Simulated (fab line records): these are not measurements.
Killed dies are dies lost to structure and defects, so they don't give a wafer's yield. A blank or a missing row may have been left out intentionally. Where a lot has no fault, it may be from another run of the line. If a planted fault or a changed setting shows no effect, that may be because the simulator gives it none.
A struck lot beside a sound one :: flow ritCmos :: 17 out of 202 route steps
Sound: the wafers L821.2, L821.3, L821.4. Struck: wafer L818.5 (L818.1, L818.3, from the same lot, were not struck and are left out); the cause is given at the end.
At each step with rows: each side's tool, then ch and its chambers, then its first start. Under that, the readings that differ: sound wafers :: struck wafers :: difference of the means :: sigmas: that difference in standard deviations of wafers without a fault.
alike: words and numbers the same on both sides, and readings whose means are apart by under 2 such deviations; not compared: readings that were withheld, readings missing a value for some wafer, numbers with overlapping values and no deviation given by the record, and bounds like >300 which may hide the same value.
A row with sigmas, a row that says differs or no value, or rows on one side alone: a step with any of these is where the two part. Numbers that have no deviation but don't overlap get no sigmas and don't part them. Lack of a reading on every wafer of one side parts them only where that side has two or more wafers.

first, 4 steps without rows for these wafers: RIT_CONTACT_SOFTBAKE_04 (time 60 s); RIT_CONTACT_EXPOSE_05 (exposes mask M11, target cd 1000 nm); RIT_CONTACT_PEB_06; RIT_CONTACT_DEVELOP_07 (develop time 120 s).
RIT_CONTACT_CD_MEAS_08 targets a cd of 1000 nm.
  struck on cdSem-02, day 6 00:21; sound on cdSem-02, day 6 13:59
  alike: cdNm
RIT_CONTACT_OVL_MEAS_09:
  struck on overlay-02, day 6 00:28; sound on overlay-01, day 6 14:05
  alike: CONTACT_OVL
then, 1 step without rows for these wafers: RIT_CONTACT_HARDBAKE_10 (time 60 s).
RIT_CONTACT_ETCH_11: etches SiO2 in CHF3/CF4/Ar, stops on TiSi2, target depth 480 nm, time 320 s.
  sound on rieDiel-02 ch 0,2,3, day 6 14:16; struck on rieDiel-01 ch 0, day 6 00:40
reading: chamberPressureMTorr (mTorr)
sound: 99.94 99.74 99.89
struck: 100.18
difference: +0.32
sigmas: +4
  alike: drypumpMotorCurrentA, oesProductAu, throttleValvePct
  not compared: rfHoursCounterH
RIT_CONTACT_STRIP_12: strips in O2, time 180 s.
  sound on plasmaAsher-04 ch 0,1, day 6 14:28; struck on plasmaAsher-02 ch 0, day 6 00:51
  alike: chamberPressureMTorr, drypumpMotorCurrentA
  not compared: rfHoursCounterH
RIT_CONTACT_CD_MEAS_90 targets a cd of 1000 nm.
  struck on cdSem-02, day 6 01:02; sound on cdSem-01, day 6 14:39
  alike: cdNm
then, 2 steps without rows for these wafers: RIT_CONTACT_CLEAN_13 (cleans in SC1, time 600 s); RIT_CONTACT_CLEAN_14 (cleans in SC2, time 600 s).
RIT_M1_SPUTTER_00: material Al, target thk 400 nm, time 500 s.
  struck on pvdSputter-01, day 6 01:34; sound on pvdSputter-04, day 6 15:08
reading: chamberPressurePa (Pa)
sound: 0.4007 0.4002 0.4006
struck: 0.5215
difference: +0.1210
sigmas: +99 or more

reading: throttleValvePct (%)
sound: 30.1 29.9 30.2
struck: 25.8
difference: -4.3
sigmas: -4

reading: model.Al_of_M1_SPUTTER_00.thkNm (nm)
sound: 404.7 405 408.4
struck: 376.8
difference: -29.2
sigmas: 
RIT_M1_RS_MEAS_01: a four-point-probe measurement.
  struck on filmMetro-02, day 6 01:52; sound on filmMetro-02, day 6 15:27
reading: M1_AL_RS (ohm/sq)
sound: 0.0725 0.0726 0.0719
struck: 0.0787
difference: +0.0064
sigmas: +8
RIT_M1_THK_MEAS_02: measures by xrf.
  struck on filmMetro-02, day 6 01:59; sound on filmMetro-02, day 6 15:34
reading: M1_AL_THK (nm)
sound: 406 408 413
struck: 377
difference: -32
sigmas: -6
then, 1 step without rows for these wafers: RIT_M1_HMDS_03 (prime time 60 s).
RIT_M1_PROBE_99:
  struck on prober-02, day 6 05:58; sound on prober-01, day 6 19:12
reading: model.etest.m1.rsOhmSq
sound: 0.07223 0.07157 0.07077
struck: 0.07694
difference: +0.00542
sigmas: 
  alike: defectLimitedYield, killed_at_M0_to_M3, killedAtContacts, killedAtFrontEnd, killedDies, killedOpen, killedShort, sort_bin_3_pad_short, sort_bin_5_function, sort_bin_6_memory, sortNPass, sortYieldPct

## WHERE THEY PART
Earliest at RIT_CONTACT_ETCH_11; latest, in this record, at RIT_M1_THK_MEAS_02. Later steps at which nothing parts them and some readings are alike: RIT_M1_PROBE_99.

WHY: what had been put in by the simulator
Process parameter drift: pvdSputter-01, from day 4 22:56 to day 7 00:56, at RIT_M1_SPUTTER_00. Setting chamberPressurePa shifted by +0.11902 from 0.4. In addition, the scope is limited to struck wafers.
